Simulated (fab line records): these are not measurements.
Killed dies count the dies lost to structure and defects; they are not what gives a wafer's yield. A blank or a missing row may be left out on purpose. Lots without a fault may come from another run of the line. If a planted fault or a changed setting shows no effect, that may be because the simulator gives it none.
Which tool is to blame? / flow rit-cmos / 13 lots, 37 wafers sampled, at 5 steps of a route of 202

## WHAT THE GAUGES READ, wafer by wafer
RIT_NRETRO_TW_MEAS_10.
lot=L680; measured=day 2 09:17; on=film-metro-03; NRETRO_TW=1054 1056 1052
lot=L681; measured=day 2 12:49; on=film-metro-01; NRETRO_TW=1046 1036 1041
lot=L682; measured=day 2 17:27; on=film-metro-01; NRETRO_TW=1041 1041 1039
lot=L683; measured=day 2 23:10; on=film-metro-02; NRETRO_TW=1046 1046 1049
lot=L684; measured=day 3 03:29; on=film-metro-02; NRETRO_TW=1044 1046 1045
lot=L685; measured=day 3 07:16; on=film-metro-02; NRETRO_TW=1044 1045 1046
lot=L688; measured=day 4 01:29; on=film-metro-02; NRETRO_TW=1044 1041 1048
lot=L689; measured=day 4 07:05; on=film-metro-01; NRETRO_TW=1050
lot=L693; measured=day 5 01:35; on=film-metro-02; NRETRO_TW=1043 1045 1047
lot=L694; measured=day 5 07:22; on=film-metro-02; NRETRO_TW=1047 1049 1044
lot=L696; measured=day 5 15:17; on=film-metro-01; NRETRO_TW=1044 1044 1040
lot=L699; measured=day 6 08:37; on=film-metro-01; NRETRO_TW=1038 1041 1035
lot=L700; measured=day 6 13:17; on=film-metro-03; NRETRO_TW=1045 1050 1046

RIT_GATE_THK_MEAS_09.
lot=L680; measured=day 2 15:08; on=film-metro-04; GATE_POLY_THK (nm)=252.9 253.3 253.7
lot=L681; measured=day 2 19:59; on=film-metro-01; GATE_POLY_THK (nm)=251.5 249.6 251.0
lot=L682; measured=day 2 22:37; on=film-metro-04; GATE_POLY_THK (nm)=248.3 247.8 248.9
lot=L683; measured=day 3 06:40; on=film-metro-03; GATE_POLY_THK (nm)=249.0 247.3 246.6
lot=L684; measured=day 3 08:36; on=film-metro-04; GATE_POLY_THK (nm)=251.2 248.4 247.6
lot=L685; measured=day 3 19:28; on=film-metro-03; GATE_POLY_THK (nm)=250.1 251.6 252.3
lot=L688; measured=day 4 09:31; on=film-metro-04; GATE_POLY_THK (nm)=247.2 243.8 246.6
lot=L689; measured=day 4 13:25; on=film-metro-03; GATE_POLY_THK (nm)=249.2
lot=L693; measured=day 5 07:34; on=film-metro-04; GATE_POLY_THK (nm)=248.5 247.9 248.5
lot=L694; measured=day 5 16:23; on=film-metro-01; GATE_POLY_THK (nm)=251.0 249.9 249.2
lot=L696; measured=day 5 23:43; on=film-metro-01; GATE_POLY_THK (nm)=246.7 248.2 246.4
lot=L699; measured=day 6 15:17; on=film-metro-04; GATE_POLY_THK (nm)=246.3 248.5 247.8
lot=L700; measured=day 6 21:11; on=film-metro-01; GATE_POLY_THK (nm)=252.5 251.4 252.7

RIT_CONTACT_THK_MEAS_01.
lot=L680; measured=day 3 06:54; on=film-metro-02; CONTACT_TEOS_THK (nm)=404 400 409
lot=L681; measured=day 3 13:06; on=film-metro-02; CONTACT_TEOS_THK (nm)=391 399 405
lot=L682; measured=day 3 14:59; on=film-metro-02; CONTACT_TEOS_THK (nm)=395 401 399
lot=L683; measured=day 3 22:54; on=film-metro-02; CONTACT_TEOS_THK (nm)=400 404 404
lot=L684; measured=day 4 02:02; on=film-metro-02; CONTACT_TEOS_THK (nm)=405 408 407
lot=L685; measured=day 4 10:49; on=film-metro-02; CONTACT_TEOS_THK (nm)=397 395 398
lot=L688; measured=day 5 01:11; on=film-metro-03; CONTACT_TEOS_THK (nm)=390 390 393
lot=L689; measured=day 5 04:41; on=film-metro-04; CONTACT_TEOS_THK (nm)=563
lot=L693; measured=day 6 01:46; on=film-metro-04; CONTACT_TEOS_THK (nm)=400 397 401
lot=L694; measured=day 6 09:00; on=film-metro-02; CONTACT_TEOS_THK (nm)=392 392 401
lot=L696; measured=day 6 15:46; on=film-metro-02; CONTACT_TEOS_THK (nm)=399 403 407
lot=L699; measured=day 7 07:08; on=film-metro-04; CONTACT_TEOS_THK (nm)=401 393 394
lot=L700; measured=day 7 12:11; on=film-metro-02; CONTACT_TEOS_THK (nm)=401 403 405

RIT_M1_CD_MEAS_90 targets a cd of 2600 nm.
lot=L680; measured=day 3 11:32; on=cd-sem-02; cd-nm (nm)=2597 2596 2595
lot=L681; measured=day 3 17:41; on=cd-sem-02; cd-nm (nm)=2599 2600 2600
lot=L682; measured=day 3 19:43; on=cd-sem-02; cd-nm (nm)=2594 2596 2593
lot=L683; measured=day 4 03:44; on=cd-sem-01; cd-nm (nm)=2599 2598 2596
lot=L684; measured=day 4 06:46; on=cd-sem-01; cd-nm (nm)=2598 2595 2597
lot=L685; measured=day 4 15:22; on=cd-sem-01; cd-nm (nm)=2597 2598 2599
lot=L688; measured=day 5 06:03; on=cd-sem-02; cd-nm (nm)=2606 2601 2603
lot=L693; measured=day 6 06:32; on=cd-sem-02; cd-nm (nm)=2602 2602 2599
lot=L694; measured=day 6 13:40; on=cd-sem-02; cd-nm (nm)=2600 2599 2601
lot=L696; measured=day 6 20:22; on=cd-sem-02; cd-nm (nm)=2599 2598 2599
lot=L699; measured=day 7 11:43; on=cd-sem-02; cd-nm (nm)=2601 2596 2601
lot=L700; measured=day 7 16:50; on=cd-sem-02; cd-nm (nm)=2598 2597 2600

## TOOL THAT RAN EACH LOT (tool first, then ch and the chambers of the sampled wafers, then the start)
lot=L680; RIT_CONTACT_CVD_00=pecvd-04 ch 0,1, day 3 06:51
lot=L681; RIT_CONTACT_CVD_00=pecvd-03 ch 0,1,2, day 3 13:02
lot=L682; RIT_CONTACT_CVD_00=pecvd-02 ch 1, day 3 14:54
lot=L683; RIT_CONTACT_CVD_00=pecvd-04 ch 0,2, day 3 22:51
lot=L684; RIT_CONTACT_CVD_00=pecvd-03 ch 0,1,2, day 4 01:58
lot=L685; RIT_CONTACT_CVD_00=pecvd-04 ch 0,1, day 4 10:45
lot=L688; RIT_CONTACT_CVD_00=pecvd-04 ch 1,2, day 5 01:08
lot=L689; RIT_CONTACT_CVD_00=pecvd-03 ch 0, day 5 04:37
lot=L693; RIT_CONTACT_CVD_00=pecvd-02 ch 0,1,2, day 6 01:43
lot=L694; RIT_CONTACT_CVD_00=pecvd-04 ch 0,1,2, day 6 08:56
lot=L696; RIT_CONTACT_CVD_00=pecvd-02 ch 1,2, day 6 15:43
lot=L699; RIT_CONTACT_CVD_00=pecvd-02 ch 0,1,2, day 7 07:05
lot=L700; RIT_CONTACT_CVD_00=pecvd-04 ch 0,1, day 7 12:08
- RIT_CONTACT_CVD_00: deposits SiO2 from TEOS, target thk 400 nm, time 61 s.

## WHAT THE TOOLS THEMSELVES READ (means of the sampled wafers that have a number; where no wafer has one, the mark that the record gives instead)
RIT_CONTACT_CVD_00.
lot=L680; tool=pecvd-04; heater-power-w (W)=336
lot=L681; tool=pecvd-03; heater-power-w (W)=285
lot=L682; tool=pecvd-02; heater-power-w (W)=298
lot=L683; tool=pecvd-04; heater-power-w (W)=293
lot=L684; tool=pecvd-03; heater-power-w (W)=276
lot=L685; tool=pecvd-04; heater-power-w (W)=344
lot=L688; tool=pecvd-04; heater-power-w (W)=315
lot=L689; tool=pecvd-03; heater-power-w (W)=207
lot=L693; tool=pecvd-02; heater-power-w (W)=320
lot=L694; tool=pecvd-04; heater-power-w (W)=347
lot=L696; tool=pecvd-02; heater-power-w (W)=352
lot=L699; tool=pecvd-02; heater-power-w (W)=324
lot=L700; tool=pecvd-04; heater-power-w (W)=347

## THE ANSWER, worked out from the rows above alone
Rule: what is usual is taken from the lots themselves. Put in order of their means at a reading, lots are off if they are a third of the lots or fewer, leave a main group of 4 or more, and stand apart from it by a gap of 3 or more times the standard deviation of the main group's means; of several such gaps the widest counts. The tables above print the reading to a certain number of digits; a main group whose means all agree to those digits is not used. A lot without any number at a reading at which 4 lots or more have one is off too. The other lots that the step has rows for count as sound. After the gauges, taken in route order, come the tools' own readings; for these a lot's mean is taken, as printed above. At the first step where some lot is off, the reading lying furthest off is the one used; lots without a number count as furthest.
Off: L689, at RIT_CONTACT_THK_MEAS_01 (CONTACT_TEOS_THK). Mean 400 nm and standard deviation 4.3 in the main group.
If a tool, at a process step before that reading, ran all the lots that are off and no sound lot after the first of them, it fits. Gauges at RIT_CONTACT_THK_MEAS_01: tried the same way as those tools. One fits: pecvd-03 at RIT_CONTACT_CVD_00. Its last sound lot is L684 (day 4 01:58), its first lot that is off L689 (day 5 04:37): a fault that began between those two fits.

## WHAT THE SIMULATOR HAD PUT IN
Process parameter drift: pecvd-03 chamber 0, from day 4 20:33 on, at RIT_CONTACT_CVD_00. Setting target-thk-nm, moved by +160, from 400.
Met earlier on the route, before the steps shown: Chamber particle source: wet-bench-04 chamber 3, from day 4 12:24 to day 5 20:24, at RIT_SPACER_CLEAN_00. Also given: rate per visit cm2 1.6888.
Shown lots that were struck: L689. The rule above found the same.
